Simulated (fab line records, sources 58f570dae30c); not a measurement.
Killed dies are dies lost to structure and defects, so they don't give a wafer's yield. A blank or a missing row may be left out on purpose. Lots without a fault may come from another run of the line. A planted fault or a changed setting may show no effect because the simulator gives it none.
Which tool did it? | flow berkeley_cmos170 | 15 lots, 45 wafers sampled, at 2 steps of a route of 331

WHAT THE GAUGES READ, wafer by wafer
UCB170_PWELL_THK_MEAS_06.
lot  | measured    | on            | PWELL_NITRIDE_THK (nm)
L309 | day 2 18:22 | film_metro-04 | 218.0 221.7 219.9
L310 | day 2 22:52 | film_metro-02 | 219.7 219.0 221.5
L312 | day 3 11:27 | film_metro-03 | 219.1 217.2 222.2
L313 | day 3 16:52 | film_metro-02 | 222.9 220.8 222.8
L314 | day 3 23:29 | film_metro-03 | 224.0 221.7 223.0
L316 | day 4 14:14 | film_metro-04 | 222.2 220.8 221.2
L318 | day 4 23:14 | film_metro-03 | 218.9 221.5 218.6
L319 | day 4 23:17 | film_metro-04 | 219.7 219.3 218.8
L321 | day 5 10:14 | film_metro-02 | 218.8 218.9 220.5
L325 | day 6 04:43 | film_metro-02 | 180.9 181.8 180.9
L327 | day 6 18:05 | film_metro-04 | 183.5 184.6 183.6
L328 | day 7 04:11 | film_metro-03 | 221.5 222.7 222.4
L330 | day 7 12:13 | film_metro-02 | 184.8 183.4 184.4
L331 | day 7 15:38 | film_metro-02 | 219.9 220.2 220.8
L332 | day 7 20:25 | film_metro-04 | 219.5 219.4 219.5

WHICH TOOL RAN EACH LOT (tool, then ch and the chambers of the sampled wafers, then the start)
lot  | UCB170_PWELL_CVD_05
L309 | lpcvd-02 ch 1, day 2 16:26
L310 | lpcvd-01 ch 0, day 2 20:57
L312 | lpcvd-02 ch 1, day 3 09:32
L313 | lpcvd-02 ch 1, day 3 14:56
L314 | lpcvd-01 ch 1, day 3 21:32
L316 | lpcvd-01 ch 1, day 4 11:22
L318 | lpcvd-01 ch 1, day 4 20:21
L319 | lpcvd-01 ch 0, day 4 20:21
L321 | lpcvd-01 ch 1, day 5 08:19
L325 | lpcvd-01 ch 0, day 6 02:47
L327 | lpcvd-01 ch 1, day 6 16:10
L328 | lpcvd-02 ch 0, day 7 02:12
L330 | lpcvd-01 ch 1, day 7 10:17
L331 | lpcvd-02 ch 0, day 7 13:43
L332 | lpcvd-02 ch 0, day 7 18:29
- UCB170_PWELL_CVD_05: deposits Si3N4 from SiH2Cl2/NH3, target thk 220 nm, time 3300 s.

WHAT THE TOOLS THEMSELVES READ (means of the sampled wafers that have a number; where no wafer has one, the mark that the record gives instead)
UCB170_PWELL_CVD_05.
lot  | tool     | spike_tc_source_C (C)
L309 | lpcvd-02 | 822.9
L310 | lpcvd-01 | 828.4
L312 | lpcvd-02 | 823.3
L313 | lpcvd-02 | 822.8
L314 | lpcvd-01 | 825.2
L316 | lpcvd-01 | 825.8
L318 | lpcvd-01 | 826.5
L319 | lpcvd-01 | 828.9
L321 | lpcvd-01 | 824.6
L325 | lpcvd-01 | 827.8
L327 | lpcvd-01 | 823.7
L328 | lpcvd-02 | 824.2
L330 | lpcvd-01 | 825.1
L331 | lpcvd-02 | 825.2
L332 | lpcvd-02 | 825.2

THE ANSWER, worked out from the rows above alone
Rule: what is usual is taken from the lots themselves. Put in order of their means at a reading, lots are off if they are a third of the lots or fewer, leave a main group of 4 or more, and stand apart from it by a gap of 3 or more times the standard deviation of the main group's means; of several such gaps the widest counts. A main group whose means are all the same, to the digits that the tables above print for the reading, isn't used. A lot without any number at a reading at which 4 lots or more have one is off too. The other lots that the step has rows for count as sound. The gauges are gone through in route order, then the tools' own readings, and for those a lot's mean is taken as printed above. The first step at which some lot is off is used, and at that step the reading that is off furthest; a lot without a number counts as furthest.
Off: L325, L327, L330, at UCB170_PWELL_THK_MEAS_06 (PWELL_NITRIDE_THK). The main group: mean 220.5 nm, standard deviation 1.2.
A tool fits if, at a process step before that reading, it ran every lot that is off, and no sound lot after the first of them. The gauges at UCB170_PWELL_THK_MEAS_06 are tried like those tools. One fits: lpcvd-01 at UCB170_PWELL_CVD_05. Its last sound lot is L321 (day 5 08:19), its first lot that is off L325 (day 6 02:47): a fault that began between those two fits.

WHAT THE SIMULATOR HAD PUT IN
Process parameter drift: lpcvd-01, from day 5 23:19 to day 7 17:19, at UCB170_PWELL_CVD_05. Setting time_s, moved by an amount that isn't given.
Lots struck among those shown: L325, L327, L330. The rule above found the same.
